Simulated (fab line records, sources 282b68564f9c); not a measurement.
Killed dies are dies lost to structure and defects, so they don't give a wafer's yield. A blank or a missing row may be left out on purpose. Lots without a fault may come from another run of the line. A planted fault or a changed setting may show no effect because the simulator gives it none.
A struck lot beside a sound one | flow rit_cmos | 19 steps out of a route of 202
Sound: wafers L583.4, L583.5, L583.6. Struck: wafers L590.1, L590.2, L590.3. The cause comes at the end.
At each step with rows: each side's tool, then ch and its chambers, then its first start. Under that, the readings that differ: sound wafers | struck wafers | difference of the means | sigmas: that difference in standard deviations of wafers without a fault.
alike: readings whose means differ by less than 2 such deviations, and words and numbers that are the same on both sides. not compared: withheld readings, readings that some wafer has no value for, bounds like >300 that may hide the same value, and numbers for which the record gives no deviation and whose values overlap.
The two part at a step that has a row with sigmas, a row that says differs or no value, or rows on one side only. Numbers that don't overlap but have no deviation are shown without sigmas and don't part them. A reading that every wafer of one side lacks parts them only if that side has two wafers or more.

RIT_ACTIVE_BOW_MEAS_00:
  sound on film_metro-02, day 1 20:04; struck on film_metro-02, day 3 07:00
  alike: INCOMING_BOW
then, 1 step without rows for these wafers: RIT_ACTIVE_OXIDATION_01 (target thk 46.8 nm, ox time 3360 s).
RIT_ACTIVE_THK_MEAS_02:
  sound on film_metro-04, day 1 22:05; struck on film_metro-04, day 3 09:03
  alike: ACTIVE_OXIDE_THK
RIT_ACTIVE_CVD_03: deposits Si3N4 from SiH2Cl2/NH3, target thk 150 nm, time 1500 s.
  sound on lpcvd-02 ch 1, day 1 22:13; struck on lpcvd-02 ch 0, day 3 09:07
  reading                                  | sound             | struck            | difference | sigmas
  spike_tc_centre_C (C)                    | 813.6 815.9 813.5 | 848.6 850.5 849.4 | +35.2      | +27
  spike_tc_load_C (C)                      | 836.1 837.2 837.7 | 874.6 874.9 872.9 | +37.1      | +22
  spike_tc_source_C (C)                    | 827 828 828       | 869 867 867       | +40        | +11
  susceptor_temp_C (C)                     | 810.1 810.7 809.7 | 847.8 847.9 847.9 | +37.7      | +99 or more
  model.Si3N4_of_ACTIVE_CVD_03.thk_nm (nm) | 149.9 148.8 149.4 | 253.8 252.2 253.2 | +103.7     |
RIT_ACTIVE_THK_MEAS_04:
  sound on film_metro-04, day 2 00:22; struck on film_metro-02, day 3 11:14
  reading                 | sound             | struck            | difference | sigmas
  ACTIVE_NITRIDE_THK (nm) | 149.9 148.7 149.5 | 253.6 252.2 253.2 | +103.6     | +69
then, 6 steps without rows for these wafers: RIT_ACTIVE_HMDS_05 (prime time 60 s); RIT_ACTIVE_COAT_06 (resist thk 1000 nm); RIT_ACTIVE_SOFTBAKE_07 (time 60 s); RIT_ACTIVE_EXPOSE_08 (exposes mask M1, target cd 1400 nm); RIT_ACTIVE_PEB_09; RIT_ACTIVE_DEVELOP_10 (develop time 48.94 s).
RIT_ACTIVE_CD_MEAS_11: target cd 1400 nm.
  sound on cd_sem-01, day 2 01:19; struck on cd_sem-02, day 3 12:23
  alike: cd_nm
then, 1 step without rows for these wafers: RIT_ACTIVE_HARDBAKE_12 (time 60 s).
RIT_ACTIVE_ETCH_13: etches Si3N4 in SF6, stops on SiO2, time 210 s, target depth 210 nm.
  sound on rie_diel-04 ch 2,3, day 2 01:31; struck on rie_diel-03 ch 0,1,3, day 3 12:40
  reading                                       | sound             | struck            | difference | sigmas
  oes_product_au (a.u.)                         | 0.831 0.818 0.828 | 1.009 0.982 0.978 | +0.164     | +12
  model.etch.depth_nm (nm)                      | 149.9 148.8 149.4 | 207.2 203.6 208   | +56.9      |
  model.ACTIVE.feature_depth_nm (nm)            | 149.9 148.8 149.4 | 207.2 203.6 208   | +56.9      |
  model.SiO2_of_ACTIVE_OXIDATION_01.thk_nm (nm) | 46.23 46.54 46.3  | 47.17 47.43 47.44 | +0.99      |
  alike: drypump_motor_current_A, rf_fwd_power_W, throttle_valve_pct
  not compared: rf_hours_counter_h
RIT_ACTIVE_STRIP_14: strips in O2, time 180 s.
  sound on plasma_asher-01 ch 0,1, day 2 01:43; struck on plasma_asher-02 ch 0,1, day 3 12:47
  alike: drypump_motor_current_A, o2_flow_sccm
  not compared: rf_hours_counter_h
RIT_ACTIVE_CD_MEAS_90: target cd 1400 nm.
  sound on cd_sem-02, day 2 01:53; struck on cd_sem-01, day 3 12:58
  alike: cd_nm
then, 1 step without rows for these wafers: RIT_ACTIVE_CLEAN_15 (cleans in SC1, time 600 s).
RIT_ACTIVE_CLEAN_16: cleans in dHF, time 30 s.
  sound on wet_bench-04 ch 1, day 2 02:18; struck on wet_bench-04 ch 0, day 3 13:17
  reading                                  | sound           | struck          | difference | sigmas
  model.Si3N4_of_ACTIVE_CVD_03.thk_nm (nm) | 149.1 148 148.6 | 253 251.3 252.4 | +104       |
then, 1 step without rows for these wafers: RIT_ACTIVE_CLEAN_17 (cleans in SC2, time 600 s).

WHERE THEY PART
First at RIT_ACTIVE_CVD_03; last, within this record, at RIT_ACTIVE_ETCH_13. Later steps at which nothing parts them and some readings are alike: RIT_ACTIVE_STRIP_14, RIT_ACTIVE_CD_MEAS_90.

WHY: what the simulator had put in
Process parameter drift: lpcvd-02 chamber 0, from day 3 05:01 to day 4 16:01, at RIT_ACTIVE_CVD_03. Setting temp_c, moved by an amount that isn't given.
